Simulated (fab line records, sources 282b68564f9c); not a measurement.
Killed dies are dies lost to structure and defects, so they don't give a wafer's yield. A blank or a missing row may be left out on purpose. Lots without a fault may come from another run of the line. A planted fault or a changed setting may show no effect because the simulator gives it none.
Which tool did it? | flow rit_cmos | 6 lots, 18 wafers sampled, at 1 step of a route of 202

WHAT THE GAUGES READ, wafer by wafer
RIT_GATE_OVL_MEAS_17.
lot  | measured    | on         | GATE_OVL (nm)
L562 | day 3 16:41 | overlay-02 | -2.8 -2.0 0.5
L564 | day 4 03:22 | overlay-02 | 0.4 -0.7 0.1
L567 | day 4 08:38 | overlay-02 | 0.2 0.5 2.8
L570 | day 4 23:59 | overlay-01 | 2.1 1.3 1.8
L577 | day 6 08:06 | overlay-01 | -0.9 1.1 0.0
L580 | day 7 02:56 | overlay-02 | 0.1 1.1 -0.2

WHICH TOOL RAN EACH LOT (tool, then ch and the chambers of the sampled wafers, then the start)
The record holds no process step before these readings.

THE ANSWER, worked out from the rows above alone
Rule: what is usual is taken from the lots themselves. Put in order of their means at a reading, lots are off if they are a third of the lots or fewer, leave a main group of 4 or more, and stand apart from it by a gap of 3 or more times the standard deviation of the main group's means; of several such gaps the widest counts. A main group whose means are all the same, to the digits that the tables above print for the reading, isn't used. A lot without any number at a reading at which 4 lots or more have one is off too. The other lots that the step has rows for count as sound.
No lot is off at any reading shown: from this, nothing can be told.

WHAT THE SIMULATOR HAD PUT IN
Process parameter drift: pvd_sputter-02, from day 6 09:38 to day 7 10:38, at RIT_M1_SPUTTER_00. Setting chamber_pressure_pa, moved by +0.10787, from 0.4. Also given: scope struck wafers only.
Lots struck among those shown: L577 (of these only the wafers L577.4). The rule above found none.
